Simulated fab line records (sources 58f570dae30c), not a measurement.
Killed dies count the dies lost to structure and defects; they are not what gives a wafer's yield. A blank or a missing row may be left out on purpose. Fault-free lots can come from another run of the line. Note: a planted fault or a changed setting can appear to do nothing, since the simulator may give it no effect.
Split-lot trial + flow berkeley_cmos170 + 23 wafers read across 5 lots, on a route 331 steps long

## THE SPLIT
At UCB170_CONTACT_COAT_10 (resist thk 900 nm), the setting resist_thk_nm was moved away from the recipe's 900 nm on 4 of the 23 wafers read, by -4.4% to -3.9%. For the rest of the wafers, this setting stayed at what the recipe calls for.

## FROM THE SPLIT TO THE READING: what the file shows between them, 5 steps
- UCB170_CONTACT_EXPOSE_12: exposes mask CONT, target cd 700 nm (also split here: dose_mj)
- UCB170_CONTACT_PEB_13
- UCB170_CONTACT_DEVELOP_14: develop time 45 s
- UCB170_CONTACT_CD_MEAS_15: target cd 700 nm
- UCB170_CONTACT_ETCH_17: etches BARC in N2/H2

## THE READING
KrF_of_CONTACT_COAT_10.thk_nm (the simulator's own value, which no gauge read), in nm, at UCB170_CONTACT_ETCH_18 (etches PSG in CHF3/CF4/Ar, stops on TiSi2, target depth 840 nm, time 195 s). The file gives no usual value for it. Average 693.2 nm, standard deviation 2.9 nm, over the 19 wafers here run with the recipe.

| wafer  | tool, chamber at the split | resist_thk_nm as run, nm | against the recipe | KrF_of_CONTACT_COAT_10.thk_nm, nm | against lot-mates on the recipe |
|--------|----------------------------|--------------------------|--------------------|-----------------------------------|---------------------------------|
| L074.1 | litho_track-02, 0          | 900                      | recipe             | 696.8                             | -                               |
| L074.2 | litho_track-02, 0          | 864.6                    | -3.9%              | 658.9                             | -39.4                           |
| L074.3 | litho_track-02, 0          | 900                      | recipe             | 698.6                             | -                               |
| L074.4 | litho_track-02, 0          | 900                      | recipe             | 699.5                             | -                               |
| L074.6 | litho_track-02, 0          | 864.6                    | -3.9%              | 662.4                             | -35.9                           |
| L077.1 | litho_track-02, 0          | 900                      | recipe             | 692.9                             | -                               |
| L077.2 | litho_track-02, 0          | 900                      | recipe             | 692.4                             | -                               |
| L077.3 | litho_track-02, 0          | 900                      | recipe             | 692.4                             | -                               |
| L077.4 | litho_track-02, 0          | 900                      | recipe             | 692.7                             | -                               |
| L077.6 | litho_track-02, 0          | 900                      | recipe             | 688.6                             | -                               |
| L080.2 | litho_track-04, 0          | 900                      | recipe             | 692.1                             | -                               |
| L080.3 | litho_track-04, 0          | 900                      | recipe             | 689.5                             | -                               |
| L080.6 | litho_track-04, 0          | 900                      | recipe             | 694.6                             | -                               |
| L084.1 | litho_track-02, 0          | 900                      | recipe             | 692                               | -                               |
| L084.2 | litho_track-02, 0          | 900                      | recipe             | 695.8                             | -                               |
| L084.3 | litho_track-02, 0          | 900                      | recipe             | 693.2                             | -                               |
| L084.4 | litho_track-02, 0          | 900                      | recipe             | 694.4                             | -                               |
| L084.6 | litho_track-02, 0          | 900                      | recipe             | 688.8                             | -                               |
| L085.1 | litho_track-04, 0          | 900                      | recipe             | 690.6                             | -                               |
| L085.2 | litho_track-04, 0          | 860.8                    | -4.4%              | 652.1                             | -40.0                           |
| L085.3 | litho_track-04, 0          | 900                      | recipe             | 693.6                             | -                               |
| L085.4 | litho_track-04, 0          | 900                      | recipe             | 692.1                             | -                               |
| L085.5 | litho_track-04, 0          | 860.8                    | -4.4%              | 656.5                             | -35.6                           |

FIT RESULTS
A straight line over all 23 wafers: KrF_of_CONTACT_COAT_10.thk_nm changes by +8.64 nm for each +1% of resist_thk_nm; r = +0.98; the points scatter about the line by 2.9 nm.
The same after taking each lot's own level away (the mean of its wafers on the recipe; 23 wafers): +9.08 nm for each +1%; r = +0.99; scatter 2.1 nm.
On that fit, the largest move of resist_thk_nm shifts the reading by 40 nm.
The lots' own levels span 691.80 to 698.30 nm, that is 2.2 times the standard deviation above.
So the lot-to-lot level changes the slope little: the two slopes agree.
Check: with one of the wafers moved furthest among these (-4.4%) left out of the fit, the line predicts -39.4 nm for it against its lot-mates. It came out at -40 nm against them.

## ADDITIONAL SPLITS CARRIED BY THESE WAFERS
Note: prior to the reading, these wafers also went through further splits. Each is held against what the fit with the lots' levels taken away leaves over:
| other split on the same wafers    | wafers away from the commonest value | r with KrF_of_CONTACT_COAT_10.thk_nm (lot level and that fit taken away) |
|-----------------------------------|--------------------------------------|--------------------------------------------------------------------------|
| UCB170_NLDD_IMPLANT_09 energy_kev | 8                                    | -0.18                                                                    |
| UCB170_PSD_EXPOSE_03 dose_mj      | 9                                    | -0.04                                                                    |
| UCB170_NSD_IMPLANT_08 dose_cm2    | 11                                   | +0.05                                                                    |
| UCB170_SDANNEAL_RTA_00 time_s     | 5                                    | +0.19                                                                    |
| UCB170_CONTACT_EXPOSE_12 dose_mj  | 10                                   | -0.11                                                                    |

## THE WHOLE CHAIN: every reading that the file lists as answering this split, in the file's order
| step                   | what it does                                                               | reading                                                                        | change (the file's fit)              | r (the file's) |
|------------------------|----------------------------------------------------------------------------|--------------------------------------------------------------------------------|--------------------------------------|----------------|
| UCB170_CONTACT_COAT_10 | resist thk 900 nm                                                          | KrF_of_CONTACT_COAT_10.thk_nm (the simulator's own value, which no gauge read) | +8.85 nm for each +1% of the setting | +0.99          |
| UCB170_CONTACT_ETCH_18 | etches PSG in CHF3/CF4/Ar, stops on TiSi2, target depth 840 nm, time 195 s | KrF_of_CONTACT_COAT_10.thk_nm (the simulator's own value, which no gauge read) | +9.08 nm for each +1% of the setting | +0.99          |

## FILE'S OWN FIT
KrF_of_CONTACT_COAT_10.thk_nm changes by +9.08 nm for each +1% of resist_thk_nm, r = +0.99.
